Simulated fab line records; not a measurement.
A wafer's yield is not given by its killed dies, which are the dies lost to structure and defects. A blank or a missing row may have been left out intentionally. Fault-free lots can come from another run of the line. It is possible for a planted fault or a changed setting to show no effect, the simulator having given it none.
Lot-split experiment ; flow berkeley cmos170 ; route with 331 steps; 5 lots, 23 wafers read

## THE SPLIT
At UCB170_CONTACT_ETCH_18 (etches PSG in CHF3/CF4/Ar, stops on TiSi2, target depth 840 nm, time 195 s), the setting time s was moved away from the recipe's 195 s on 7 of the 23 wafers read, by -13.5% to +9.3%. For the rest of the wafers, this setting stayed at what the recipe calls for.

The split's own step is where the reading is taken.

## THE READING
KrF_of_CONTACT_COAT_10.thk nm (the simulator's own value, which no gauge read), in nm, at UCB170_CONTACT_ETCH_18 (etches PSG in CHF3/CF4/Ar, stops on TiSi2, target depth 840 nm, time 195 s). No usual value for it is given in the file. The 16 wafers here that ran the recipe average 693.4 nm, standard deviation 2 nm.

wafer;tool, chamber at the split;time s as run, s;against the recipe;KrF_of_CONTACT_COAT_10.thk nm, nm;against lot-mates on the recipe
L076.1;rie diel-02, 2;168.6;-13.5%;718.9;+25.3
L076.2;rie diel-02, 3;195;recipe;693.6;-
L076.3;rie diel-02, 0;195;recipe;694.7;-
L076.4;rie diel-02, 1;195;recipe;692.6;-
L076.5;rie diel-02, 2;168.6;-13.5%;719.5;+25.9
L078.1;rie diel-04, 3;195;recipe;692.1;-
L078.3;rie diel-04, 2;195;recipe;693.5;-
L078.6;rie diel-04, 3;195;recipe;693.9;-
L079.1;rie diel-01, 3;195;recipe;692.4;-
L079.3;rie diel-01, 2;195;recipe;695.9;-
L079.4;rie diel-01, 0;195;recipe;688.6;-
L079.5;rie diel-01, 2;195;recipe;693.8;-
L079.6;rie diel-01, 3;195;recipe;693.8;-
L082.1;rie diel-02, 1;195;recipe;693.2;-
L082.2;rie diel-02, 0;195;recipe;689.7;-
L082.3;rie diel-02, 2;195;recipe;694.3;-
L082.4;rie diel-02, 3;208.3;+6.8%;679.6;-12.8
L082.5;rie diel-02, 1;208.3;+6.8%;679.4;-13.0
L085.1;rie diel-01, 3;195;recipe;696.5;-
L085.2;rie diel-01, 0;213.2;+9.3%;679.4;-16.4
L085.3;rie diel-01, 1;213.2;+9.3%;675.3;-20.5
L085.4;rie diel-01, 2;195;recipe;695.1;-
L085.5;rie diel-01, 1;213.2;+9.3%;673.9;-21.9

THE FIT
A straight line over all 23 wafers: KrF_of_CONTACT_COAT_10.thk nm changes by -1.9 nm for each +1% of time s; r = -0.98; the points scatter about the line by 2 nm.
The same after taking each lot's own level away (the mean of its wafers on the recipe; 23 wafers): -1.96 nm for each +1%; r = -0.99; scatter 1.8 nm.
Per that fit: largest time s move, reading shift of 27 nm.
The span of the lots' own levels, 692.40 to 695.80 nm, comes to 1.7 times the standard deviation stated above.
The two slopes agree, so the slope changes little with the lot-to-lot level.
Check: for one of the wafers moved furthest among these (-13.5%), held out of the fit, the line's prediction against its lot-mates is +26.9 nm. It came out at +25.3 nm against them.

## OTHER SPLITS ON THESE WAFERS
Other splits were also applied to these wafers ahead of the reading. Each is held against what the fit with the lots' levels taken away leaves over:
other split on the same wafers;wafers away from the commonest value;r with KrF_of_CONTACT_COAT_10.thk nm (lot level and that fit taken away)
UCB170_FIELD_WET_ETCH_04 time s;15;+0.12
UCB170_PVT_COAT_01 resist thk nm;7;-0.30
UCB170_NLDD_PEB_04 peb temp c;10;-0.02
UCB170_SILICIDE_SPUTTER_01 power w;5;-0.33
UCB170_CONTACT_COAT_04 spin rpm;9;+0.03
UCB170_CONTACT_EXPOSE_12 dose mj;8;-0.08

## THE FILE'S OWN FIT
KrF_of_CONTACT_COAT_10.thk nm changes by -1.95 nm for each +1% of time s, r = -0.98.
